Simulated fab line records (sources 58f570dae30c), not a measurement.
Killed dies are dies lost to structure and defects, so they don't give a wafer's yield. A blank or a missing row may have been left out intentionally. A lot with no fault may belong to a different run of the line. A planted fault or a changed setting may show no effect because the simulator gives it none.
The tool behind it: which one? + flow berkeley_cmos170 + 42 wafers from 14 lots sampled at 5 of the route's 331 steps

== WHAT EACH GAUGE READ, for each wafer ==
UCB170_V1_THK_MEAS_01. Usual: V1_TEOS_THK 1995 nm, standard deviation 23.
| lot  | measured     | on            | V1_TEOS_THK (nm) | flag |
|------|--------------|---------------|------------------|------|
| L356 | day 8 16:25  | film_metro-03 | 1992 1994 2024   |      |
| L357 | day 9 07:33  | film_metro-01 | 1978 2025 2016   |      |
| L360 | day 9 08:54  | film_metro-01 | 1979 2019 2007   |      |
| L359 | day 9 10:13  | film_metro-03 | 1984 2021 2012   |      |
| L363 | day 10 01:25 | film_metro-01 | 1998 1971 1998   |      |
| L362 | day 10 02:44 | film_metro-01 | 1974 1977 1941   |      |
| L361 | day 10 02:46 | film_metro-03 | 1996 1996 2003   |      |
| L365 | day 10 17:42 | film_metro-01 | 1969 2026 1992   |      |
| L366 | day 10 22:18 | film_metro-02 | 1984 1958 2014   |      |
| L367 | day 11 01:10 | film_metro-01 | 2011 1990 2025   |      |
| L369 | day 11 15:00 | film_metro-03 | 1948 2000 1989   |      |
| L373 | day 12 00:04 | film_metro-01 | 2176 2191 2219   | OFF  |
| L375 | day 13 03:33 | film_metro-03 | 1966 1963 1989   |      |
| L378 | day 13 03:33 | film_metro-02 | 2190 2190 2216   | OFF  |

UCB170_V2_THK_MEAS_04. Usual: V2_POLISHED_THK 999.9 nm, standard deviation 1.3.
| lot  | measured     | on            | V2_POLISHED_THK (nm) | flag |
|------|--------------|---------------|----------------------|------|
| L356 | day 8 21:58  | film_metro-03 | 998.6 1002.9 1001.6  |      |
| L357 | day 9 13:50  | film_metro-01 | 999.0 998.8 995.8    |      |
| L360 | day 9 15:44  | film_metro-01 | 999.0 1000.8 998.8   |      |
| L359 | day 9 16:49  | film_metro-03 | 997.6 999.4 997.9    |      |
| L363 | day 10 06:58 | film_metro-01 | 1000.5 1000.9 1002.2 |      |
| L362 | day 10 08:26 | film_metro-01 | 999.7 999.7 1000.7   |      |
| L361 | day 10 09:44 | film_metro-03 | 999.8 1001.1 999.5   |      |
| L365 | day 11 01:10 | film_metro-03 | 1002.4 1001.1 999.7  |      |
| L366 | day 11 05:31 | film_metro-03 | 1000.0 1001.4 999.2  |      |
| L367 | day 11 09:09 | film_metro-04 | 999.8 999.8 999.7    |      |
| L369 | day 11 23:34 | film_metro-01 | 999.2 1002.0 1000.3  |      |
| L373 | day 12 06:34 | film_metro-03 | 997.5 997.7 999.9    |      |
| L375 | day 13 13:05 | film_metro-01 | 999.7 1001.0 1002.1  |      |
| L378 | day 13 12:43 | film_metro-03 | 1001.2 1001.0 1001.2 |      |

== EACH LOT AND THE TOOL THAT RAN IT (in order: tool; ch and the chambers of the sampled wafers; start) ==
| lot  | UCB170_NSD_STRIP_09                  | UCB170_V1_CVD_00                | UCB170_V2_CMP_02              |
|------|--------------------------------------|---------------------------------|-------------------------------|
| L356 | plasma_asher-03 ch 0,1, day 8 05:29  | pecvd-02 ch 1,2, day 8 16:16    | cmp-01 ch 1,2,3, day 8 21:32  |
| L357 | plasma_asher-04 ch 0,1, day 8 21:08  | pecvd-02 ch 0,1,2, day 9 07:24  | cmp-01 ch 0,2,3, day 9 13:27  |
| L360 | plasma_asher-01 ch 0,1, day 8 21:40  | pecvd-01 ch 0,2, day 9 08:44    | cmp-02 ch 0,3, day 9 15:21    |
| L359 | plasma_asher-04 ch 0,1, day 8 21:52  | pecvd-03 ch 0,1,2, day 9 10:04  | cmp-01 ch 2,3, day 9 16:23    |
| L363 | plasma_asher-03 ch 0,1, day 9 14:44  | pecvd-02 ch 0,1, day 10 01:15   | cmp-02 ch 1,2,3, day 10 06:32 |
| L362 | plasma_asher-04 ch 0,1, day 9 14:58  | pecvd-03 ch 0,1,2, day 10 02:35 | cmp-02 ch 0,1,2, day 10 08:01 |
| L361 | plasma_asher-01 ch 0,1, day 9 15:14  | pecvd-01 ch 0,1,2, day 10 02:40 | cmp-02 ch 1,2,3, day 10 09:23 |
| L365 | plasma_asher-01 ch 0,1, day 10 06:05 | pecvd-03 ch 0,2, day 10 17:31   | cmp-02 ch 0,1,2, day 11 00:50 |
| L366 | plasma_asher-04 ch 0,1, day 10 12:02 | pecvd-01 ch 0,1,2, day 10 22:09 | cmp-02 ch 0,1,2, day 11 05:08 |
| L367 | plasma_asher-04 ch 0,1, day 10 12:46 | pecvd-02 ch 0,1,2, day 11 01:00 | cmp-02 ch 2,3, day 11 08:44   |
| L369 | plasma_asher-03 ch 0,1, day 11 04:34 | pecvd-03 ch 1,2, day 11 14:51   | cmp-02 ch 1,2,3, day 11 23:14 |
| L373 | plasma_asher-01 ch 0,1, day 11 08:34 | pecvd-03 ch 1,2, day 11 23:54   | cmp-01 ch 1,2, day 12 06:12   |
| L375 | plasma_asher-04 ch 0,1, day 12 11:51 | pecvd-01 ch 1,2, day 13 03:23   | cmp-01 ch 0,1, day 13 12:40   |
| L378 | plasma_asher-04 ch 0,1, day 12 12:08 | pecvd-03 ch 0,1, day 13 03:23   | cmp-02 ch 0,1,3, day 13 12:24 |
- UCB170_NSD_STRIP_09: strips in O2.
- UCB170_V1_CVD_00: deposits SiO2 from TEOS/O2, target thk 2000 nm, time 250 s.
- UCB170_V2_CMP_02: polishes SiO2.

== AS READ BY THE TOOLS THEMSELVES (means over the sampled wafers that have a number; for cases with no such wafer, the mark the record gives instead) ==
UCB170_NSD_STRIP_09. Usual: drypump_motor_current_A 5.7 A, standard deviation 0.44; oes_product_au 0.534 a.u., standard deviation 0.0046; strip_time_to_endpoint_s 35.84 s, standard deviation 0.068.
| lot  | tool            | drypump_motor_current_A (A) | oes_product_au (a.u.) | strip_time_to_endpoint_s (s) | flag |
|------|-----------------|-----------------------------|-----------------------|------------------------------|------|
| L356 | plasma_asher-03 | 5.7                         | 0.530                 | 35.82                        |      |
| L357 | plasma_asher-04 | 5.5                         | 0.534                 | 35.94                        |      |
| L360 | plasma_asher-01 | 6.1                         | 0.535                 | 35.70                        |      |
| L359 | plasma_asher-04 | 5.6                         | 0.531                 | 35.89                        |      |
| L363 | plasma_asher-03 | 5.7                         | 0.534                 | 35.85                        |      |
| L362 | plasma_asher-04 | 5.5                         | 0.533                 | 35.88                        |      |
| L361 | plasma_asher-01 | 6.0                         | 0.532                 | 35.82                        |      |
| L365 | plasma_asher-01 | 6.0                         | 0.533                 | 35.88                        |      |
| L366 | plasma_asher-04 | 5.5                         | 0.533                 | 35.84                        |      |
| L367 | plasma_asher-04 | 5.6                         | 0.539                 | 35.86                        |      |
| L369 | plasma_asher-03 | 5.3                         | 0.535                 | 35.83                        |      |
| L373 | plasma_asher-01 | 6.1                         | 0.538                 | 35.79                        |      |
| L375 | plasma_asher-04 | 5.5                         | 0.538                 | 35.87                        |      |
| L378 | plasma_asher-04 | 5.5                         | 0.533                 | 35.84                        |      |

UCB170_V1_CVD_00. Usual: heater_power_w 262 W, standard deviation 68; rf_fwd_power_W 548.2 W, standard deviation 1.7.
| lot  | tool     | heater_power_w (W) | rf_fwd_power_W (W) | flag |
|------|----------|--------------------|--------------------|------|
| L356 | pecvd-02 | 292                | 548.8              |      |
| L357 | pecvd-02 | 279                | 547.2              |      |
| L360 | pecvd-01 | 344                | 547.2              |      |
| L359 | pecvd-03 | 219                | 547.7              |      |
| L363 | pecvd-02 | 272                | 548.5              |      |
| L362 | pecvd-03 | 219                | 547.4              |      |
| L361 | pecvd-01 | 253                | 547.5              |      |
| L365 | pecvd-03 | 235                | 547.4              |      |
| L366 | pecvd-01 | 262                | 547.1              |      |
| L367 | pecvd-02 | 267                | 547.8              |      |
| L369 | pecvd-03 | 206                | 548.7              |      |
| L373 | pecvd-03 | 166                | 768.2              | OFF  |
| L375 | pecvd-01 | 329                | 547.7              |      |
| L378 | pecvd-03 | 209                | 769.5              | OFF  |

UCB170_V2_CMP_02. Usual: motor_current_A 15.5 A, standard deviation 2.4.
| lot  | tool   | motor_current_A (A) | flag |
|------|--------|---------------------|------|
| L356 | cmp-01 | 16.4                |      |
| L357 | cmp-01 | 16.3                |      |
| L360 | cmp-02 | 15.1                |      |
| L359 | cmp-01 | 14.8                |      |
| L363 | cmp-02 | 15.7                |      |
| L362 | cmp-02 | 15.1                |      |
| L361 | cmp-02 | 15.9                |      |
| L365 | cmp-02 | 15.0                |      |
| L366 | cmp-02 | 15.2                |      |
| L367 | cmp-02 | 17.1                |      |
| L369 | cmp-02 | 15.7                |      |
| L373 | cmp-01 | 13.5                |      |
| L375 | cmp-01 | 16.0                |      |
| L378 | cmp-02 | 14.4                |      |

== THE ANSWER, worked out from the rows above alone ==
Rule: a lot counts as off when the mean over its wafers that have a number is more than 3 standard deviations away from the usual mean. Also off: a lot with no number at a reading for which 4 or more lots have one. The other lots that the step has rows for count as sound. First the gauges in route order, then the tools' own readings, where a lot's mean is used as printed above. At the first step where some lot is off, the reading lying furthest off is the one used; lots without a number count as furthest.
Off: L373, L378, at UCB170_V1_THK_MEAS_01 (V1_TEOS_THK).
A tool fits if, at a process step before that reading, it ran every lot that is off, and no sound lot after the first of them. The gauges at UCB170_V1_THK_MEAS_01 aren't tried: what is off there is off at UCB170_V1_CVD_00 too, on other tools, and a gauge's error can't cause that. One fits: pecvd-03 at UCB170_V1_CVD_00. A fault onset in the window from L369 (day 11 14:51, its last sound lot) to L373 (day 11 23:54, its first lot off) fits.
The tool's own readings at UCB170_V1_CVD_00 bear it out: on the lots that are off they differ by more than 5 times the standard deviation of the sound lots' means. rf_fwd_power_W reads 768.9 W there against 547.8 W on the sound lots.

== WHAT HAD BEEN PUT IN BY THE SIMULATOR ==
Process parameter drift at UCB170_V1_CVD_00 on pecvd-03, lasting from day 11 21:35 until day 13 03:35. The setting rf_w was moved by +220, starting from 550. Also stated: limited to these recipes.
Struck lots among those shown: L373, L378. The rule given above showed the same thing.
